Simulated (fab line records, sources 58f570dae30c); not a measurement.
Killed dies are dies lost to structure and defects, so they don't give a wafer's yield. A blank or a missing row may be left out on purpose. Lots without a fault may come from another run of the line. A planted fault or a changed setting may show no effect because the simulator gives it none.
Problem report in the 8D (eight disciplines) form, filled by code | flow berkeley_cmos170 | the parts of the form that need people (team, actions taken, sign-off) are left out

1. THE PROBLEM
SILICIDE_TI_RS at UCB170_SILICIDE_RS_MEAS_02 reads a mean of 30.1 ohm/sq on 2 wafers of 1 lot; wafers without a fault read 26.2 ohm/sq with a standard deviation of 0.36. That is +11 standard deviations from the usual mean.
The step: measures by four-point-probe.
First seen on wafer L724.4, day 8 23:37, on film_metro-04. The record holds 39 wafers of 13 lots with a number at this step. Rule for "out", or "out of limits": more than 4 standard deviations from the usual mean. The other wafers with a number count as sound.

2. WHAT IT IS AND WHAT IT IS NOT
question                    | is               | is not
which readings at this step | SILICIDE_TI_RS   | -
which lots                  | L724             | L712, L713, L715, L718, L719, L720, L721, L728, L730, L731, L732, L734
which wafers of those lots  | L724.4, L724.6   | L724.3
read on which gauges        | film_metro-04    | film_metro-02, film_metro-03
when                        | from day 8 23:37 | up to then (22 sound wafers); but 15 sound wafers of L728, L730, L731, L732, L734 came after

3. SUSPECTS, AND WHAT RULES EACH OUT
Counting: a tool at a process step up to the reading stays a suspect if it ran every lot that is out. Sound lots after the first of them don't rule it out here, since some wafers of a struck lot are sound.
- the gauge at UCB170_SILICIDE_RS_MEAS_02: kept. All the wafers that are out were read on film_metro-04, and no step on other tools shows them out.
- plasma_asher-03 at UCB170_PVT_STRIP_08 (strips in O2): kept. It ran the lot that is out, L724 (day 7 19:23); its last sound lot up to then is L720 (day 7 10:45).
- plasma_asher-03 at UCB170_GATE_STRIP_16 (strips in O2): kept. It ran the lot that is out, L724 (day 8 08:22).
- pvd_sputter-01 at UCB170_SILICIDE_SPUTTER_01 (material Ti, target thk 30 nm, time 25 s): kept. It ran the lot that is out, L724 (day 8 23:32); its last sound lot up to then is L719 (day 8 13:07).
- Within plasma_asher-03 at UCB170_PVT_STRIP_08: the wafers that are out ran in chamber 1; their sound lot-mates ran in chamber 0.
- Within plasma_asher-03 at UCB170_GATE_STRIP_16: the wafers that are out ran in chamber 1; their sound lot-mates ran in chamber 0.
Left after counting: plasma_asher-03 at UCB170_PVT_STRIP_08, plasma_asher-03 at UCB170_GATE_STRIP_16, pvd_sputter-01 at UCB170_SILICIDE_SPUTTER_01, film_metro-04 at UCB170_SILICIDE_RS_MEAS_02.

4. THE CAUSE (what the simulator had put in)
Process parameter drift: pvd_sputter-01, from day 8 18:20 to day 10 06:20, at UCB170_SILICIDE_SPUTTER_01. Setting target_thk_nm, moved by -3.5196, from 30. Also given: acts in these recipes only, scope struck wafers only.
Counting left 4 suspects, and this tool is among them.

5. THE CHAIN OF EFFECTS, in route order
Each row: a reading whose mean over the struck wafers that have a number lies more than 3 standard deviations from the usual. Only readings for which the record gives a usual standard deviation are gone through. hours: the time from each lot's start at the first step in this table that gives one to its start at this step, as a median over the lots. sigmas: the change in usual standard deviations.
hours | step                        | reading         | usual       | on struck wafers | change | sigmas
0     | UCB170_SILICIDE_RS_MEAS_02  | SILICIDE_TI_RS  | 26.2 ohm/sq | 30.1             | +3.9   | +11
0     | UCB170_SILICIDE_THK_MEAS_03 | SILICIDE_TI_THK | 29.4 nm     | 25.9             | -3.5   | -8.0

6. WHAT WOULD HAVE CAUGHT IT SOONER
In this record the first reading out of limits at a measuring or inspecting step was taken at day 8 23:37, 5 hours after the fault began at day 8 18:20.
Of the tool readings at UCB170_SILICIDE_SPUTTER_01 for which the record gives a usual standard deviation, none was out on any struck wafer, so an alarm limit of 4 standard deviations on them would not have fired.
All the lots that are out (1) had begun UCB170_SILICIDE_SPUTTER_01 on pvd_sputter-01 by day 8 23:37. A hold on the tool at that time would have spared none of them.
